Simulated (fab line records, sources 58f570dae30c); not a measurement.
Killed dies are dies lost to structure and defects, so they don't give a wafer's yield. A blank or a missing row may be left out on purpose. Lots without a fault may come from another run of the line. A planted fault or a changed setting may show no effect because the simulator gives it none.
A struck lot beside a sound one | flow berkeley_cmos170 | 14 steps out of a route of 331
Sound: wafers L633.3, L633.4, L633.6. Struck: wafers L630.2, L630.3, L630.6. The cause comes at the end.
At each step with rows: each side's tool, then ch and its chambers, then its first start. Under that, the readings that differ: sound wafers | struck wafers | difference of the means | sigmas: that difference in standard deviations of wafers without a fault.
alike: readings whose means differ by less than 2 such deviations, and words and numbers that are the same on both sides. not compared: withheld readings, readings that some wafer has no value for, bounds like >300 that may hide the same value, and numbers for which the record gives no deviation and whose values overlap.
The two part at a step that has a row with sigmas, a row that says differs or no value, or rows on one side only. Numbers that don't overlap but have no deviation are shown without sigmas and don't part them. A reading that every wafer of one side lacks parts them only if that side has two wafers or more.

UCB170_PWELL_STRIP_16: strips in O2.
  sound on plasma_asher-03 ch 0,1, day 7 21:46; struck on plasma_asher-02 ch 0,1, day 7 01:55
  alike: drypump_motor_current_A, o2_flow_sccm, oes_product_au, strip_time_to_endpoint_s
  not compared: rf_hours_counter_h
UCB170_PWELL_TW_MEAS_17:
  sound on film_metro-04, day 7 21:51; struck on film_metro-04, day 7 02:01
  alike: PWELL_TW
then, 5 steps without rows for these wafers: UCB170_PWELL_CLEAN_18 (cleans in SPM, time 600 s); UCB170_PWELL_WET_ETCH_19 (etches Si3N4 in H3PO4, time 14400 s); UCB170_PWELL_WET_ETCH_20 (etches SiO2 in BOE, time 22 s); UCB170_WELLDRIVE_CLEAN_00 (cleans in SPM, time 600 s); UCB170_WELLDRIVE_OXIDATION_01 (target thk 199 nm, ox time 9000 s).
UCB170_WELLDRIVE_THK_MEAS_02:
  sound on film_metro-03, day 8 10:02; struck on film_metro-02, day 7 15:14
  alike: WELLDRIVE_OXIDE_THK
then, 4 steps without rows for these wafers: UCB170_WELLDRIVE_ANNEAL_03 (time 900 s); UCB170_WELLDRIVE_WET_ETCH_04 (etches SiO2 in BOE, time 120 s); UCB170_ACTIVE_CLEAN_00 (cleans in SPM, time 600 s); UCB170_ACTIVE_CLEAN_01 (cleans in dHF, time 60 s).
UCB170_ACTIVE_OXIDATION_02: target thk 26.4 nm, ox time 1260 s.
  sound on furnace-01 ch 0, day 8 18:13; struck on furnace-01, day 8 02:19
  no value came back on the struck wafers for ox_temp_c (C), ox_temp_c_max, spike_tc_source_C (C); on the sound wafers ox_temp_c (C) reads 1000.1 1000.0 999.6
then, 1 step without rows for these wafers: UCB170_ACTIVE_ANNEAL_04 (time 900 s).

WHERE THEY PART
Only at UCB170_ACTIVE_OXIDATION_02, within this record.

WHY: what the simulator had put in
Skipped step whole: furnace-01, from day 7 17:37 on, at UCB170_ACTIVE_OXIDATION_02. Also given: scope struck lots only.
